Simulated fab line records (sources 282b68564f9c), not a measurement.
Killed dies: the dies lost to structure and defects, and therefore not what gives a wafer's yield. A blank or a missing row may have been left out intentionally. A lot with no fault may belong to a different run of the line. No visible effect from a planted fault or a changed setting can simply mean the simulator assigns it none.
Split-lot study | flow rit_cmos | 23 wafers read from 5 lots, route of 202 steps

== THE SPLIT ==
At RIT_NRETRO_IMPLANT_08, the setting energy_kev was moved away from the recipe's 70 on 8 of the 23 wafers read, by -2.1% to +5.6%. All remaining wafers had this setting at the recipe value.

The split's own step is where the reading is taken.

== THE READING ==
implant.drp_nm (the simulator's own value, which no gauge read), in nm, at RIT_NRETRO_IMPLANT_08. The file does not state a usual value for it.

wafer  | tool, chamber at the split | energy_kev as run | against the recipe | implant.drp_nm, nm | against lot-mates on the recipe
L074.1 | implanter-01, 0            | 70                | recipe             | 33.94              | -
L074.3 | implanter-01, 0            | 70                | recipe             | 33.94              | -
L074.2 | implanter-01, 0            | 68.56             | -2.1%              | 33.34              | -0.60
L074.4 | implanter-01, 0            | 68.56             | -2.1%              | 33.34              | -0.60
L074.6 | implanter-01, 0            | 68.56             | -2.1%              | 33.34              | -0.60
L075.2 | implanter-04, 0            | 68.68             | -1.9%              | 33.39              | -0.55
L075.3 | implanter-04, 0            | 68.68             | -1.9%              | 33.39              | -0.55
L075.6 | implanter-04, 0            | 68.68             | -1.9%              | 33.39              | -0.55
L075.4 | implanter-04, 0            | 70                | recipe             | 33.94              | -
L075.5 | implanter-04, 0            | 70                | recipe             | 33.94              | -
L080.1 | implanter-02, 0            | 70                | recipe             | 33.94              | -
L080.2 | implanter-02, 0            | 70                | recipe             | 33.94              | -
L080.5 | implanter-02, 0            | 70                | recipe             | 33.94              | -
L081.1 | implanter-04, 0            | 70                | recipe             | 33.94              | -
L081.2 | implanter-04, 0            | 70                | recipe             | 33.94              | -
L081.3 | implanter-04, 0            | 70                | recipe             | 33.94              | -
L081.4 | implanter-04, 0            | 70                | recipe             | 33.94              | -
L081.6 | implanter-04, 0            | 70                | recipe             | 33.94              | -
L082.2 | implanter-04, 0            | 70                | recipe             | 33.94              | -
L082.3 | implanter-04, 0            | 70                | recipe             | 33.94              | -
L082.4 | implanter-04, 0            | 70                | recipe             | 33.94              | -
L082.5 | implanter-04, 0            | 73.92             | +5.6%              | 35.53              | +1.59
L082.6 | implanter-04, 0            | 73.92             | +5.6%              | 35.53              | +1.59

THE FIT
A straight line over all 23 wafers: implant.drp_nm changes by +0.286 nm for each +1% of energy_kev; r = +1.00; the points scatter about the line by 0.0056 nm.
The same after taking each lot's own level away (the mean of its wafers on the recipe; 23 wafers): +0.286 nm for each +1%; r = +1.00; scatter 0.0056 nm.
Per that fit: largest energy_kev move, reading shift of 1.6 nm.
The lots' own levels span 33.940 to 33.940 nm.
The two slopes are in agreement: the lot-to-lot level therefore moves the slope only a little.
Check: +1.6 nm against its lot-mates is what the line predicts for one of the wafers moved furthest among these (+5.6%) when that wafer is left out of the fit. Against them it came out at +1.59 nm.

== OTHER SPLITS ON THESE WAFERS ==
Before the reading, these wafers also passed through other splits. Each is held against what the fit with the lots' levels taken away leaves over:
other split on the same wafers  | wafers away from the commonest value | r with implant.drp_nm (lot level and that fit taken away)
RIT_ACTIVE_OXIDATION_01 temp_c  | 15                                   | -0.11
RIT_ACTIVE_EXPOSE_08 dose_mj    | 6                                    | +0.21
RIT_ACTIVE_ETCH_13 time_s       | 7                                    | -0.16
RIT_NWELL_COAT_01 resist_thk_nm | 10                                   | -0.18
RIT_NWELL_IMPLANT_08 dose_cm2   | 4                                    | +0.31
RIT_PWELL_STRIP_09 o2_flow_sccm | 9                                    | +0.10

== THE WHOLE CHAIN: every reading that the file lists as answering this split, in the file's order ==
step                  | what it does | reading                                                         | change (the file's fit)               | r (the file's)
RIT_NRETRO_IMPLANT_08 |              | implant.rp_nm (the simulator's own value, which no gauge read)  | +0.875 nm for each +1% of the setting | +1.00
RIT_NRETRO_IMPLANT_08 |              | implant.drp_nm (the simulator's own value, which no gauge read) | +0.285 nm for each +1% of the setting | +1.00

== FILE'S OWN FIT ==
implant.drp_nm changes by +0.285 nm for each +1% of energy_kev, r = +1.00.
